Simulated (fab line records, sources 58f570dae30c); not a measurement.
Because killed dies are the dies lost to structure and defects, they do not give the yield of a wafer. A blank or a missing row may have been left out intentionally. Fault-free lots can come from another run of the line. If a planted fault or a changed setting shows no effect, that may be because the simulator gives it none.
Split-lot experiment :: flow berkeley_cmos170 :: 23 wafers read across 5 lots, on a route 331 steps long

## THE SPLIT ITSELF
At UCB170_M1_SPUTTER_00 (material Al, target thk 600 nm, time 80 s), the setting chamber_pressure_pa was moved away from the recipe's 0.5 Pa on 15 of the 23 wafers read, by -11.6% to +12.9%. For the rest of the wafers, this setting stayed at what the recipe calls for.

The reading comes from the split's own step.

## THE READING
Al_of_M1_SPUTTER_00.thk_nm (the simulator's own value, which no gauge read), in nm, at UCB170_M1_SPUTTER_00 (material Al, target thk 600 nm, time 80 s). The file does not state a usual value for it. Here, 8 wafers ran the recipe; their average is 606.1 nm with a standard deviation of 5.6 nm.

wafer: L074.1
tool, chamber at the split: pvd_sputter-03, -
chamber_pressure_pa as run, Pa: 0.5647
against the recipe: +12.9%
Al_of_M1_SPUTTER_00.thk_nm, nm: 579.9
against lot-mates on the recipe: no lot-mate on the recipe

wafer: L074.3
tool, chamber at the split: pvd_sputter-03, -
chamber_pressure_pa as run, Pa: 0.5647
against the recipe: +12.9%
Al_of_M1_SPUTTER_00.thk_nm, nm: 582.8
against lot-mates on the recipe: no lot-mate on the recipe

wafer: L074.4
tool, chamber at the split: pvd_sputter-03, -
chamber_pressure_pa as run, Pa: 0.5647
against the recipe: +12.9%
Al_of_M1_SPUTTER_00.thk_nm, nm: 578.7
against lot-mates on the recipe: no lot-mate on the recipe

wafer: L074.5
tool, chamber at the split: pvd_sputter-03, -
chamber_pressure_pa as run, Pa: 0.5647
against the recipe: +12.9%
Al_of_M1_SPUTTER_00.thk_nm, nm: 576.2
against lot-mates on the recipe: no lot-mate on the recipe

wafer: L074.6
tool, chamber at the split: pvd_sputter-03, -
chamber_pressure_pa as run, Pa: 0.5647
against the recipe: +12.9%
Al_of_M1_SPUTTER_00.thk_nm, nm: 579.3
against lot-mates on the recipe: no lot-mate on the recipe

wafer: L083.1
tool, chamber at the split: pvd_sputter-03, -
chamber_pressure_pa as run, Pa: 0.5206
against the recipe: +4.1%
Al_of_M1_SPUTTER_00.thk_nm, nm: 589.9
against lot-mates on the recipe: no lot-mate on the recipe

wafer: L083.2
tool, chamber at the split: pvd_sputter-03, -
chamber_pressure_pa as run, Pa: 0.5206
against the recipe: +4.1%
Al_of_M1_SPUTTER_00.thk_nm, nm: 595.2
against lot-mates on the recipe: no lot-mate on the recipe

wafer: L083.4
tool, chamber at the split: pvd_sputter-03, -
chamber_pressure_pa as run, Pa: 0.5206
against the recipe: +4.1%
Al_of_M1_SPUTTER_00.thk_nm, nm: 599.7
against lot-mates on the recipe: no lot-mate on the recipe

wafer: L083.5
tool, chamber at the split: pvd_sputter-03, -
chamber_pressure_pa as run, Pa: 0.5206
against the recipe: +4.1%
Al_of_M1_SPUTTER_00.thk_nm, nm: 590
against lot-mates on the recipe: no lot-mate on the recipe

wafer: L083.6
tool, chamber at the split: pvd_sputter-03, -
chamber_pressure_pa as run, Pa: 0.5206
against the recipe: +4.1%
Al_of_M1_SPUTTER_00.thk_nm, nm: 594.3
against lot-mates on the recipe: no lot-mate on the recipe

wafer: L082.2
tool, chamber at the split: pvd_sputter-02, -
chamber_pressure_pa as run, Pa: 0.4418
against the recipe: -11.6%
Al_of_M1_SPUTTER_00.thk_nm, nm: 605.7
against lot-mates on the recipe: no lot-mate on the recipe

wafer: L082.3
tool, chamber at the split: pvd_sputter-02, -
chamber_pressure_pa as run, Pa: 0.4418
against the recipe: -11.6%
Al_of_M1_SPUTTER_00.thk_nm, nm: 613.5
against lot-mates on the recipe: no lot-mate on the recipe

wafer: L082.4
tool, chamber at the split: pvd_sputter-02, -
chamber_pressure_pa as run, Pa: 0.4418
against the recipe: -11.6%
Al_of_M1_SPUTTER_00.thk_nm, nm: 616.3
against lot-mates on the recipe: no lot-mate on the recipe

wafer: L082.5
tool, chamber at the split: pvd_sputter-02, -
chamber_pressure_pa as run, Pa: 0.4418
against the recipe: -11.6%
Al_of_M1_SPUTTER_00.thk_nm, nm: 613.4
against lot-mates on the recipe: no lot-mate on the recipe

wafer: L082.6
tool, chamber at the split: pvd_sputter-02, -
chamber_pressure_pa as run, Pa: 0.4418
against the recipe: -11.6%
Al_of_M1_SPUTTER_00.thk_nm, nm: 612.9
against lot-mates on the recipe: no lot-mate on the recipe

wafer: L084.3
tool, chamber at the split: pvd_sputter-03, -
chamber_pressure_pa as run, Pa: 0.5
against the recipe: recipe
Al_of_M1_SPUTTER_00.thk_nm, nm: 610.3
against lot-mates on the recipe: -

wafer: L084.5
tool, chamber at the split: pvd_sputter-03, -
chamber_pressure_pa as run, Pa: 0.5
against the recipe: recipe
Al_of_M1_SPUTTER_00.thk_nm, nm: 613.6
against lot-mates on the recipe: -

wafer: L084.6
tool, chamber at the split: pvd_sputter-03, -
chamber_pressure_pa as run, Pa: 0.5
against the recipe: recipe
Al_of_M1_SPUTTER_00.thk_nm, nm: 614.1
against lot-mates on the recipe: -

wafer: L085.1
tool, chamber at the split: pvd_sputter-04, -
chamber_pressure_pa as run, Pa: 0.5
against the recipe: recipe
Al_of_M1_SPUTTER_00.thk_nm, nm: 600.8
against lot-mates on the recipe: -

wafer: L085.3
tool, chamber at the split: pvd_sputter-04, -
chamber_pressure_pa as run, Pa: 0.5
against the recipe: recipe
Al_of_M1_SPUTTER_00.thk_nm, nm: 600.4
against lot-mates on the recipe: -

wafer: L085.4
tool, chamber at the split: pvd_sputter-04, -
chamber_pressure_pa as run, Pa: 0.5
against the recipe: recipe
Al_of_M1_SPUTTER_00.thk_nm, nm: 603.7
against lot-mates on the recipe: -

wafer: L085.5
tool, chamber at the split: pvd_sputter-04, -
chamber_pressure_pa as run, Pa: 0.5
against the recipe: recipe
Al_of_M1_SPUTTER_00.thk_nm, nm: 606.7
against lot-mates on the recipe: -

wafer: L085.6
tool, chamber at the split: pvd_sputter-04, -
chamber_pressure_pa as run, Pa: 0.5
against the recipe: recipe
Al_of_M1_SPUTTER_00.thk_nm, nm: 599.4
against lot-mates on the recipe: -

THE FIT
A straight line over all 23 wafers: Al_of_M1_SPUTTER_00.thk_nm changes by -1.37 nm for each +1% of chamber_pressure_pa; r = -0.89; the points scatter about the line by 6.2 nm.
Too few moved wafers have a lot-mate on the recipe to fit a line with each lot's own level taken away.

## THE FILE'S OWN FIT
Al_of_M1_SPUTTER_00.thk_nm changes by -1.37 nm for each +1% of chamber_pressure_pa, r = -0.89.
